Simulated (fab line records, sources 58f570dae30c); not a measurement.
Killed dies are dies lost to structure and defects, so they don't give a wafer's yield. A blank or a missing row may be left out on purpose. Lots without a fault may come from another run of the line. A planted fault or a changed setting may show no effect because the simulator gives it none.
fab line records | flow berkeley_cmos170
record lots=6 wafers=18 last_day=11
route steps=331 shown GATE@128
lots that met no fault: from a run of the same line without faults
start_h: hours from the record's first day to the start of the lot's first wafer shown | wait_h: hours since the lot's step before | " the same as in the row above | L1.1+2: a row that stands for several wafers | - no value, or no start given | * or withheld: withheld | < > ~ a bound
route shown NAME@n: a module of which the file shows steps, and the number in the route of the first | usual: mean/standard deviation of fault-free wafers | same: alike in all rows | chamber/n: place in a boat | sites: the reading at each site | _std_site: their standard deviation | _edge_site: outer sites' mean less inner sites' | radius_mm: how far each site lies from the wafer's centre | mask NAME#n: copy n | behind: the tool/chamber that last shaped the wafer | hold: why the lot was held/for how many hours/how that ended | device: the transistor (n, p or np) that didn't switch | end of line: the same wafers' tests at the end of the route | a step without rows: its recipe alone | killed: dies lost to structure and defects at the first sort, not the wafer's yield | map: a wafer's dies, x killed, . not, _ none there
set.NAME: the setting as run; set.NAME@STEP: as run at that earlier step | model.NAME: the simulator's own value behind a step, which no gauge read
lots at some steps of the route; a table a step, a row a wafer
services: from which hour (start_h, from the record's first day; less than 0 if before it) a tool's chamber was out of use, for how many hours, and why
## steps
# step UCB170_GATE_THK_MEAS_02
# recipe reads=SiO2_of_GATE_OXIDATION_01
# usual GATE_OXIDE_THK=6.58/0.1
# columns lot.wafer tool chamber start_h wait_h GATE_OXIDE_THK[nm]
L112.1 film_metro-03 - 180.69 0.0 6.51
L112.4 " - " " 6.63
L112.5 " - " " 6.59
L119.1 film_metro-03 - 190.48 0.0 6.72
L119.3 " - " " 6.66
L119.5 " - " " 6.72
L120.1 film_metro-02 - 190.48 0.0 6.63
L120.2 " - " " 6.67
L120.4 " - " " 6.77
L122.3 film_metro-02 - 215.15 0.0 6.56
L122.4 " - " " 6.51
L122.6 " - " " 6.52
L123.1 film_metro-03 - 223.58 0.0 6.53
L123.3 " - " " 6.59
L123.6 " - " " 6.49
L124.1 film_metro-01 - 223.58 0.0 6.56
L124.2 " - " " 6.64
L124.4 " - " " 6.65
# step UCB170_GATE_ANNEAL_03
# recipe temp_c=900 time_s=1800 ambient=N2
# step UCB170_GATE_CVD_04
# recipe material=poly-Si temp_c=610 precursor=SiH4 time_s=1440 pressure_mtorr=375 target_thk_nm=214 sih4_flow_sccm=120
# step UCB170_GATE_THK_MEAS_05
# recipe reads=poly-Si_of_GATE_CVD_04
# usual GATE_POLY_THK=213.9/2.4
# columns lot.wafer tool chamber start_h wait_h GATE_POLY_THK[nm]
L112.1 film_metro-02 - 188.45 0.1 213.2
L112.4 " - " " 213.1
L112.5 " - " " 212.4
L120.1 film_metro-03 - 201.13 0.0 215.3
L120.2 " - " " 217.0
L120.4 " - " " 214.6
L119.1 film_metro-03 - 201.19 0.1 215.2
L119.3 " - " " 216.1
L119.5 " - " " 215.1
L122.3 film_metro-02 - 221.66 0.1 217.7
L122.4 " - " " 218.9
L122.6 " - " " 218.9
L123.1 film_metro-01 - 229.40 0.0 218.1
L123.3 " - " " 218.3
L123.6 " - " " 216.2
L124.1 film_metro-02 - 229.40 0.0 218.1
L124.2 " - " " 217.0
L124.4 " - " " 219.5
# step UCB170_GATE_COAT_06
# recipe resist=BARC temp_c=withheld time_s=withheld spin_rpm=3000 resist_thk_nm=withheld
# step UCB170_GATE_COAT_07
# recipe resist=KrF spin_rpm=1519 resist_thk_nm=900
# step UCB170_GATE_SOFTBAKE_08
# recipe resist=KrF temp_c=130 time_s=60
# step UCB170_GATE_EXPOSE_09
# recipe mask_id=POLY target_cd_nm=350 na=0.5 sigma_outer=0.6 source_shape=conventional dose_mj=21
# step UCB170_GATE_PEB_10
# recipe peb_temp_c=130 peb_time_s=withheld resist=KrF
# step UCB170_GATE_DEVELOP_11
# recipe developer=TMAH develop_time_s=45 resist=KrF dev_temp_c=21
# step UCB170_GATE_CD_MEAS_12
# recipe target_cd_nm=350
# usual cd_nm=349.6/1.4
# columns lot.wafer tool chamber start_h wait_h cd_nm
L112.1 cd_sem-02 - 189.98 - 348.8
L112.4 " - " " 350.1
L112.5 " - " " 350.4
L120.1 cd_sem-01 - 202.96 - 348.5
L120.2 " - " " 349.9
L120.4 " - " " 348.6
L119.1 cd_sem-02 - 202.99 - 352.3
L119.3 " - " " 349.8
L119.5 " - " " 351.9
L122.3 cd_sem-01 - 223.16 - 347.6
L122.4 " - " " 347.8
L122.6 " - " " 347.0
L123.1 cd_sem-01 - 231.01 - 348.8
L123.3 " - " " 349.8
L123.6 " - " " 349.0
L124.1 cd_sem-02 - 231.14 - 349.3
L124.2 " - " " 350.3
L124.4 " - " " 349.2
# step UCB170_GATE_OVL_MEAS_13
# usual GATE_OVL=-1/5.2
# columns lot.wafer tool chamber start_h wait_h GATE_OVL[nm]
L112.1 overlay-01 - 190.10 0.1 0
L112.4 " - " " -2
L112.5 " - " " 0
L120.1 overlay-02 - 203.08 0.1 -2
L120.2 " - " " -3
L120.4 " - " " -4
L119.1 overlay-01 - 203.11 0.1 -9
L119.3 " - " " -9
L119.5 " - " " -4
L122.3 overlay-02 - 223.25 0.1 10
L122.4 " - " " 10
L122.6 " - " " 7
L123.1 overlay-02 - 231.13 0.1 4
L123.3 " - " " -1
L123.6 " - " " 0
L124.1 overlay-01 - 231.26 0.1 -2
L124.2 " - " " -3
L124.4 " - " " -8
# step UCB170_GATE_ETCH_14
# recipe chemistry=N2/H2 target_depth_a=withheld overetch_a=withheld target=BARC time_s=withheld source_w=500 bias_w=100 pressure_mtorr=30 n2_flow_sccm=100 h2_flow_sccm=200
# usual bias_w=100.02/0.27 chamber_pressure_mTorr=29.994/0.027 drypump_motor_current_A=5.6/0.43 h2_flow_sccm=199.9/0.57 oes_product_au=0.997/0.018 throttle_valve_pct=13.26/0.14
# columns lot.wafer tool chamber start_h wait_h bias_w chamber_pressure_mTorr drypump_motor_current_A h2_flow_sccm oes_product_au throttle_valve_pct
L112.1 rie_diel-01 1 190.14 0.0 99.77 29.968 4.8 198.8 1.004 13.45
L112.4 " 3 " " 100.20 29.985 5.3 200.1 0.998 13.10
L112.5 " 1 " " 100.03 29.981 4.8 200.1 0.992 13.43
L120.1 rie_diel-01 3 203.12 0.0 99.83 30.008 5.3 199.7 0.996 13.07
L120.2 " 2 " " 100.14 30.008 5.9 199.6 1.018 13.26
L120.4 " 1 " " 100.08 30.027 4.8 200.3 1.001 13.44
L119.1 rie_diel-02 2 203.15 0.0 100.03 30.028 6.0 200.5 0.988 13.22
L119.3 " 3 " " 100.04 29.987 5.5 200.3 0.994 13.45
L119.5 " 1 " " 100.19 30.020 4.9 200.2 0.961 13.20
L122.3 rie_diel-01 0 223.27 0.0 100.04 30.030 5.5 199.7 0.992 13.23
L122.4 " 2 " " 100.70 30.030 5.9 200.6 1.025 13.25
L122.6 " 2 " " 100.64 30.031 5.9 200.3 1.028 13.26
L123.1 rie_diel-01 2 231.17 0.0 - - - - - -
L123.3 " 1 " " - - - - - -
L123.6 " 2 " " - - - - - -
L124.1 rie_diel-03 0 231.30 0.0 - - - - - -
L124.2 " 3 " " - - - - - -
L124.4 " 2 " " - - - - - -
# step UCB170_GATE_ETCH_15
# recipe chemistry=HBr/Cl2 target=poly-Si stop_on=SiO2 over_etch_frac=0.3 icp_w=300 bias_w=150 time_s=56.3 pressure_mtorr=15 HBr_flow_sccm=150 Cl2_flow_sccm=50 target_depth_a=2782
# usual HBr_flow_sccm=150.0/0.48 bias_w=150.0/0.46 drypump_motor_current_A=5.6/0.32 oes_product_au=0.833/0.014 throttle_valve_pct=26.40/0.24
# columns lot.wafer tool chamber start_h wait_h HBr_flow_sccm bias_w drypump_motor_current_A oes_product_au rf_hours_counter_h throttle_valve_pct
L112.1 rie_si-01 2 190.18 - 149.4 149.7 5.6 0.836 20 26.32
L112.4 " 3 " " 149.7 149.6 5.8 0.832 1 26.35
L112.5 " 0 " " 150.0 150.4 5.8 0.823 - 26.64
L120.1 rie_si-02 3 203.16 - 149.9 149.7 5.5 0.822 2 26.83
L120.2 " 0 " " 149.7 149.1 6.2 0.836 1 26.32
L120.4 " 2 " " 149.9 149.5 5.3 0.832 85 26.16
L119.1 rie_si-01 2 203.19 - 149.7 150.5 5.6 0.837 20 26.33
L119.3 " 3 " " 150.6 150.1 5.8 0.848 1 26.37
L119.5 " 3 " " 149.8 150.0 5.8 0.844 - 26.35
L122.3 rie_si-02 3 223.32 - 149.7 150.5 5.5 0.829 2 26.82
L122.4 " 1 " " 150.8 150.2 5.9 0.863 3 26.46
L122.6 " 0 " " 149.7 149.7 6.2 0.849 - 26.31
L123.1 rie_si-01 3 231.21 - 149.9 149.7 5.8 0.279 1 26.37
L123.3 " 2 " " 150.4 149.8 5.5 0.280 20 26.31
L123.6 " 0 " " 150.3 150.2 5.7 0.262 - 26.66
L124.1 rie_si-02 2 231.34 - 150.3 150.6 5.3 0.273 85 26.16
L124.2 " 1 " " 149.3 150.3 5.8 0.274 3 26.47
L124.4 " 3 " " 149.6 150.0 5.5 0.266 2 26.81
# step UCB170_GATE_STRIP_16
# recipe chemistry=O2 power_w=400 pressure_mtorr=3500 platen_temp_c=withheld o2_flow_sccm=400 overash_fraction=0.5
# usual drypump_motor_current_A=5.57/0.25 oes_product_au=0.723/0.0047
# columns lot.wafer tool chamber start_h wait_h drypump_motor_current_A oes_product_au rf_hours_counter_h
L112.1 plasma_asher-03 1 190.23 0.0 5.55 0.724 48
L112.4 " 1 " " 5.57 0.724 -
L112.5 " 1 " " 5.54 0.727 -
L120.1 plasma_asher-02 0 203.21 0.0 5.52 0.734 41
L120.2 " 1 " " 5.41 0.724 41
L120.4 " 0 " " 5.50 0.722 -
L119.1 plasma_asher-03 0 203.24 0.0 5.72 0.719 50
L119.3 " 0 " " 5.73 0.721 -
L119.5 " 0 " " 5.74 0.720 -
L122.3 plasma_asher-01 0 223.40 0.1 5.94 0.724 -
L122.4 " 1 " " 5.24 0.728 -
L122.6 " 0 " " 5.91 0.718 -
L123.1 plasma_asher-03 1 231.26 0.0 5.57 0.721 53
L123.3 " 1 " " 5.57 0.719 -
L123.6 " 0 " " 5.73 0.723 -
L124.1 plasma_asher-01 1 231.39 0.0 5.25 0.717 13
L124.2 " 0 " " 5.91 0.734 13
L124.4 " 1 " " 5.24 0.728 -
# step UCB170_GATE_CD_MEAS_90
# recipe target_cd_nm=350
# usual cd_nm=349.5/1.4
# columns lot.wafer tool chamber start_h wait_h cd_nm
L112.1 cd_sem-02 - 190.33 0.1 349.5
L112.4 " - " " 349.2
L112.5 " - " " 350.5
L120.1 cd_sem-01 - 203.32 0.1 347.9
L120.2 " - " " 350.9
L120.4 " - " " 349.6
L119.1 cd_sem-01 - 203.44 0.2 352.0
L119.3 " - " " 349.7
L119.5 " - " " 351.1
L122.3 cd_sem-02 - 223.50 0.1 347.0
L122.4 " - " " 347.7
L122.6 " - " " 347.6
L123.1 cd_sem-02 - 231.38 0.1 -
L123.3 " - " " -
L123.6 " - " " -
L124.1 cd_sem-01 - 231.49 0.1 -
L124.2 " - " " -
L124.4 " - " " -
# step UCB170_GATE_CLEAN_17
# recipe chemistry=SPM temp_c=120 time_s=600
## services
# columns tool chamber start_h hours kind
plasma_asher-02 - 166.49 4.4 repair
plasma_asher-03 - 171.33 14.6 pm
rie_si-01 2 175.35 3.9 repair
rie_diel-02 0 198.50 2.6 repair
rie_diel-02 1 228.53 3.8 repair
## key
first_sign step=UCB170_GATE_ETCH_14 reading=tool_record direction=missing
effect step=UCB170_GATE_ETCH_15 reading=oes_product_au direction=down sigmas=41 usual=0.833 struck=0.272
effect step=UCB170_GATE_CD_MEAS_90 reading=cd_nm direction=missing
met_at UCB170_GATE_ETCH_14
struck_wafers L123.1,L123.3,L123.6,L124.1,L124.2,L124.4
later_rows_left_out L123.1,L123.3,L123.6,L124.1,L124.2,L124.4
sort_left_out L123.1,L123.3,L123.6,L124.1,L124.2,L124.4
tester_left_out L123,L124
onset_between 223.27 231.17
fault kind=skipped_step_whole tool=rie_diel-01,rie_diel-03 chamber=- onset_h=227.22 steps=UCB170_GATE_ETCH_14 scope=struck_lots_only
# tester_left_out: of these lots the tester's yield and bins aren't shown, on N5 and GAA mostly nor the transistor test; their killed dies are dies lost to structure and defects alone, not to doping, threshold or leakage, so they don't give the yield
# sort_left_out: the simulated sort isn't trusted on such a fault, so these wafers' sort isn't shown, and their yield isn't known
# later_rows_left_out: the simulator's readings of these wafers behind a module that went badly wrong aren't trusted and aren't shown, but for the sort
